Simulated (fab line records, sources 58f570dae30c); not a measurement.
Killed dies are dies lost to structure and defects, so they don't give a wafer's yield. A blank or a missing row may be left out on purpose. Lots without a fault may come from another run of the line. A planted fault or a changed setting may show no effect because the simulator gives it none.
Chamber matching | flow berkeley_cmos170 | UCB170_M1_ETCH_11 on rie_diel-04: 4 sister chambers
The step etches BARC in N2/H2. 16 wafers are shown with their chamber, then 8 later ones without.

WAFERS WITH THEIR CHAMBER
wafer  | chamber | throttle_valve_pct (%) | drypump_motor_current_A (A) | oes_product_au (a.u.)
L341.3 | 2       | 12.73                  | 5.8                         | 0.988
L341.4 | 3       | 13.06                  | 5.7                         | 1.014
L341.6 | 3       | 13.07                  | 5.7                         | 1.005
L343.1 | 0       | 12.95                  | 6.4                         | 1.013
L343.3 | 1       | 12.99                  | 5.6                         | 1.013
L343.5 | 1       | 12.99                  | 5.6                         | 1.020
L348.2 | 1       | 12.98                  | 5.6                         | 1.014
L348.3 | 3       | 13.06                  | 5.7                         | 1.001
L348.4 | 0       | 12.97                  | 6.4                         | 1.014
L352.1 | 3       | 13.07                  | 5.7                         | 1.009
L352.2 | 2       | 12.74                  | 5.7                         | 0.986
L352.3 | 0       | 12.98                  | 6.4                         | 1.001
L351.3 | 0       | 12.95                  | 6.4                         | 0.999
L351.4 | 3       | 13.07                  | 5.8                         | 0.995
L351.5 | 3       | 13.07                  | 5.7                         | 1.000
L354.3 | 3       | 13.07                  | 5.7                         | 1.014

SIGNATURES (means of the wafers above)
reading                 | chamber 0 | chamber 1 | chamber 2 | chamber 3 | scatter within a chamber
throttle_valve_pct      | 12.9625   | 12.9867   | 12.7350   | 13.0671   | 0.00882
drypump_motor_current_A | 6.400     | 5.600     | 5.750     | 5.714     | 0.0336
oes_product_au          | 1.00675   | 1.01567   | 0.98700   | 1.00543   | 0.00667
Rule: a wafer's distance from a chamber is the root of the sum, over the readings, of the square of ((its reading less the chamber's mean) divided by the reading's scatter). The wafer belongs to the nearest chamber; if the next one is less than 2 further off, it can't be placed. The scatter: the root of (the sum of the squares of (reading less its chamber's mean) over the shown wafers, divided by (wafers less chambers)).

WAFERS WITHOUT THEIR CHAMBER
wafer  | throttle_valve_pct (%) | drypump_motor_current_A (A) | oes_product_au (a.u.)
L354.5 | 12.98                  | 6.4                         | 1.010
L354.6 | 12.99                  | 5.6                         | 1.018
L360.1 | 12.73                  | 5.8                         | 0.980
L360.2 | 13.07                  | 5.7                         | 1.007
L360.4 | 12.96                  | 6.4                         | 1.011
L362.2 | 12.97                  | 6.4                         | 1.013
L362.4 | 12.75                  | 5.8                         | 0.976
L362.6 | 13.06                  | 5.7                         | 1.001

WHICH CHAMBER EACH WENT THROUGH
wafer  | from the rows above | in truth
L354.5 | 0                   | 0
L354.6 | 1                   | 1
L360.1 | 2                   | 2
L360.2 | 3                   | 3
L360.4 | 0                   | 0
L362.2 | 0                   | 0
L362.4 | 2                   | 2
L362.6 | 3                   | 3
Placed correctly: 8 of 8. Can't be placed from these rows: 0. Placed wrongly: 0.
